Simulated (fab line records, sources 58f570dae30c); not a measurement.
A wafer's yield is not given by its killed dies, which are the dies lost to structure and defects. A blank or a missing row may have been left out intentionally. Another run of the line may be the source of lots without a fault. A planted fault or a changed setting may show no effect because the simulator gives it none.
Lot-split experiment	flow berkeley cmos170	23 wafers read across 5 lots, on a route 331 steps long

SPLIT DETAILS
At UCB170_PWELL_IMPLANT_15, the setting energy kev was moved away from the recipe's 60 on 9 of the 23 wafers read, by +2.6% to +5.2%. For the rest of the wafers, this setting stayed at what the recipe calls for.

The split's own step is where the reading is taken.

THE READING
In nm, at UCB170_PWELL_IMPLANT_15: implant.drp nm, which is the simulator's own figure and was read by no gauge. The file gives no usual value for it.

wafer	tool, chamber at the split	energy kev as run	against the recipe	implant.drp nm, nm	against lot-mates on the recipe
L074.2	implanter-02, 0	61.81	+3.0%	65.72	+1.02
L074.4	implanter-02, 0	61.81	+3.0%	65.72	+1.02
L074.3	implanter-02, 0	60	recipe	64.7	-
L074.5	implanter-02, 0	60	recipe	64.7	-
L074.6	implanter-02, 0	60	recipe	64.7	-
L075.1	implanter-01, 0	61.58	+2.6%	65.59	+0.89
L075.2	implanter-01, 0	61.58	+2.6%	65.59	+0.89
L075.3	implanter-01, 0	61.58	+2.6%	65.59	+0.89
L075.4	implanter-01, 0	60	recipe	64.7	-
L075.5	implanter-01, 0	60	recipe	64.7	-
L078.2	implanter-01, 0	60	recipe	64.7	-
L078.3	implanter-01, 0	60	recipe	64.7	-
L078.4	implanter-01, 0	60	recipe	64.7	-
L078.5	implanter-01, 0	63.1	+5.2%	66.43	+1.73
L078.6	implanter-01, 0	63.1	+5.2%	66.43	+1.73
L084.1	implanter-01, 0	60	recipe	64.7	-
L084.5	implanter-01, 0	60	recipe	64.7	-
L084.6	implanter-01, 0	60	recipe	64.7	-
L084.3	implanter-01, 0	61.76	+2.9%	65.69	+0.99
L084.4	implanter-01, 0	61.76	+2.9%	65.69	+0.99
L085.3	implanter-03, 0	60	recipe	64.7	-
L085.4	implanter-03, 0	60	recipe	64.7	-
L085.5	implanter-03, 0	60	recipe	64.7	-

THE FIT
A straight line over all 23 wafers: implant.drp nm changes by +0.336 nm for each +1% of energy kev; r = +1.00; the points scatter about the line by 0.0034 nm.
The same after taking each lot's own level away (the mean of its wafers on the recipe; 23 wafers): +0.336 nm for each +1%; r = +1.00; scatter 0.0034 nm.
Per that fit: largest energy kev move, reading shift of 1.7 nm.
The lots' own levels span 64.700 to 64.700 nm.
So the lot-to-lot level changes the slope little: the two slopes agree.
Check: for one of the wafers moved furthest among these (+5.2%), held out of the fit, the line's prediction against its lot-mates is +1.74 nm. It came out at +1.73 nm against them.

THE OTHER SPLITS THESE WAFERS WENT THROUGH
Note: prior to the reading, these wafers also went through further splits. Each is held against what the fit with the lots' levels taken away leaves over:
other split on the same wafers	wafers away from the commonest value	r with implant.drp nm (lot level and that fit taken away)
UCB170_ZERO_STRIP_07 o2 flow sccm	7	-0.01
UCB170_NWELL_PEB_10 peb temp c	6	+0.23

THE WHOLE CHAIN: every reading that the file lists as answering this split, in the file's order
step	what it does	reading	change (the file's fit)	r (the file's)
UCB170_PWELL_IMPLANT_15		implant.rp nm (the simulator's own value, which no gauge read)	+2.29 nm for each +1% of the setting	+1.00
UCB170_PWELL_IMPLANT_15		implant.drp nm (the simulator's own value, which no gauge read)	+0.337 nm for each +1% of the setting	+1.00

THE FILE'S OWN FIT
implant.drp nm changes by +0.337 nm for each +1% of energy kev, r = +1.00.
